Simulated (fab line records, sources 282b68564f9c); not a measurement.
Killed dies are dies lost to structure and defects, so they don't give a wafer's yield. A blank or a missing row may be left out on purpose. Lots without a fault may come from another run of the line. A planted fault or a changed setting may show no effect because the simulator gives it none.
A struck lot beside a sound one | flow rit_cmos | 31 steps out of a route of 202
Sound: wafers L560.2, L560.4, L560.6. Struck: wafers L575.2, L575.5, L575.6. The cause comes at the end.
At each step with rows: each side's tool, then ch and its chambers, then its first start. Under that, the readings that differ: sound wafers | struck wafers | difference of the means | sigmas: that difference in standard deviations of wafers without a fault.
alike: readings whose means differ by less than 2 such deviations, and words and numbers that are the same on both sides. not compared: withheld readings, readings that some wafer has no value for, bounds like >300 that may hide the same value, and numbers for which the record gives no deviation and whose values overlap.
The two part at a step that has a row with sigmas, a row that says differs or no value, or rows on one side only. Numbers that don't overlap but have no deviation are shown without sigmas and don't part them. A reading that every wafer of one side lacks parts them only if that side has two wafers or more.

first, 4 steps without rows for these wafers: RIT_CONTACT_SOFTBAKE_04 (time 60 s); RIT_CONTACT_EXPOSE_05 (exposes mask M11, target cd 1000 nm); RIT_CONTACT_PEB_06; RIT_CONTACT_DEVELOP_07 (develop time 120 s).
RIT_CONTACT_CD_MEAS_08: target cd 1000 nm.
  sound on cd_sem-02, day 3 13:36; struck on cd_sem-01, day 6 19:17
  alike: cd_nm
RIT_CONTACT_OVL_MEAS_09:
  sound on overlay-01, day 3 13:42; struck on overlay-01, day 6 19:23
  alike: CONTACT_OVL
then, 1 step without rows for these wafers: RIT_CONTACT_HARDBAKE_10 (time 60 s).
RIT_CONTACT_ETCH_11: etches SiO2 in CHF3/CF4/Ar, stops on TiSi2, target depth 480 nm, time 320 s.
  sound on rie_diel-02 ch 1,2, day 3 13:53; struck on rie_diel-02 ch 0,1,2, day 6 19:34
  alike: drypump_motor_current_A, oes_product_au, rf_fwd_power_W, throttle_valve_pct
  not compared: rf_hours_counter_h
RIT_CONTACT_STRIP_12: strips in O2, time 180 s.
  sound on plasma_asher-02 ch 0,1, day 3 14:05; struck on plasma_asher-04 ch 0,1, day 6 19:46
  alike: drypump_motor_current_A, rf_refl_power_W
  not compared: rf_hours_counter_h
RIT_CONTACT_CD_MEAS_90: target cd 1000 nm.
  sound on cd_sem-02, day 3 14:16; struck on cd_sem-02, day 6 19:58
  alike: cd_nm
then, 2 steps without rows for these wafers: RIT_CONTACT_CLEAN_13 (cleans in SC1, time 600 s); RIT_CONTACT_CLEAN_14 (cleans in SC2, time 600 s).
RIT_M1_SPUTTER_00: material Al, target thk 400 nm, time 500 s.
  sound on pvd_sputter-03, day 3 14:43; struck on pvd_sputter-04, day 6 20:25
  alike: throttle_valve_pct
RIT_M1_RS_MEAS_01: measures by four-point-probe.
  sound on film_metro-02, day 3 15:02; struck on film_metro-02, day 6 20:43
  alike: M1_AL_RS
RIT_M1_THK_MEAS_02: measures by xrf.
  sound on film_metro-02, day 3 15:09; struck on film_metro-02, day 6 20:50
  alike: M1_AL_THK
then, 6 steps without rows for these wafers: RIT_M1_HMDS_03 (prime time 60 s); RIT_M1_COAT_04 (resist thk 1322 nm); RIT_M1_SOFTBAKE_05 (time 60 s); RIT_M1_EXPOSE_06 (exposes mask M12, target cd 2600 nm); RIT_M1_PEB_07; RIT_M1_DEVELOP_08 (develop time 68 s).
RIT_M1_CD_MEAS_09: target cd 2600 nm.
  sound on cd_sem-02, day 3 16:06; struck on cd_sem-01, day 6 21:56
  alike: cd_nm
RIT_M1_OVL_MEAS_10:
  sound on overlay-02, day 3 16:12; struck on overlay-01, day 6 22:02
  alike: M1_OVL
then, 1 step without rows for these wafers: RIT_M1_HARDBAKE_11 (time 120 s).
RIT_M1_METAL_ETCH_12: etches Al in Cl2/BCl3, stops on SiO2, time 165 s, target depth 600 nm.
  sound on rie_metal-01 ch 0,1, day 3 16:29; struck on rie_metal-01 ch 0,1, day 6 22:20
  alike: drypump_motor_current_A, oes_product_au, rf_fwd_power_W, throttle_valve_pct
  not compared: rf_hours_counter_h
then, 1 step without rows for these wafers: RIT_M1_STRIP_13 (strips in nmp, time 600 s).
RIT_M1_STRIP_14: strips in O2, time 180 s.
  sound on plasma_asher-04 ch 0, day 3 16:49; struck on plasma_asher-03 ch 0,1, day 6 22:41
  alike: drypump_motor_current_A, rf_refl_power_W
  not compared: rf_hours_counter_h
RIT_M1_CD_MEAS_90: target cd 2600 nm.
  sound on cd_sem-02, day 3 17:01; struck on cd_sem-01, day 6 22:53
  alike: cd_nm
then, 1 step without rows for these wafers: RIT_M1_ANNEAL_15 (time 1800 s).
RIT_M1_BOW_MEAS_16:
  sound on film_metro-04, day 3 18:38; struck on film_metro-04, day 7 01:01
  alike: M1_BOW
RIT_M1_PROBE_99:
  sound on prober-02, day 3 18:47; struck on prober-01, day 7 01:10
  reading                               | sound              | struck                                                                     | difference                   | sigmas
  hold                                  | - - -              | await_dispo/1.8h/release await_dispo/1.8h/release await_dispo/1.8h/release | no value on the sound wafers |
  defect_limited_yield (%)              | 98.1 97.7 96.6     | 87.5 86.7 84.1                                                             | -11.4                        | -10
  killed_at_M0_to_M3                    | 0 0 0              | 29 29 31                                                                   | +30                          | +99 or more
  killed_dies                           | 5 6 9              | 33 35 42                                                                   | +30                          | +10
  sort_bin_3_pad_short (%)              | 0 0 0.4            | 3.4 2.7 4.5                                                                | +3.4                         | +13
  sort_bin_5_function (%)               | 1.9 2.3 0.8        | 7.2 8.0 9.5                                                                | +6.6                         | +9
  sort_bin_6_memory (%)                 | 0 0 2.3            | 1.9 2.7 1.9                                                                | +1.4                         | +2
  sort_n_pass                           | 259.0 258.0 255.0  | 231.0 229.0 222.0                                                          | -30.0                        | -10
  sort_yield_pct (%)                    | 98.1 97.7 96.6     | 87.5 86.7 84.1                                                             | -11.4                        | -10
  model.etest.tester.sort_n_pass        | 259 258 255        | 231 229 222                                                                | -30                          |
  model.etest.tester.sort_yield_pct (%) | 98.11 97.73 96.59  | 87.5 86.74 84.09                                                           | -11.4                        |
  model.etest.tester.sort_bin_5_pct (%) | 1.894 2.273 0.7576 | 7.197 7.955 9.47                                                           | +6.566                       |
  model.etest.tester.sort_bin_3_pct (%) | 0 0 0.3788         | 3.409 2.652 4.545                                                          | +3.409                       |
  alike: killed_at_contacts, killed_at_front_end, killed_on_rim, killed_open, killed_short
  not compared: model.etest.tester.sort_bin_6_pct

WHERE THEY PART
Only at RIT_M1_PROBE_99, within this record.

WHY: what the simulator had put in
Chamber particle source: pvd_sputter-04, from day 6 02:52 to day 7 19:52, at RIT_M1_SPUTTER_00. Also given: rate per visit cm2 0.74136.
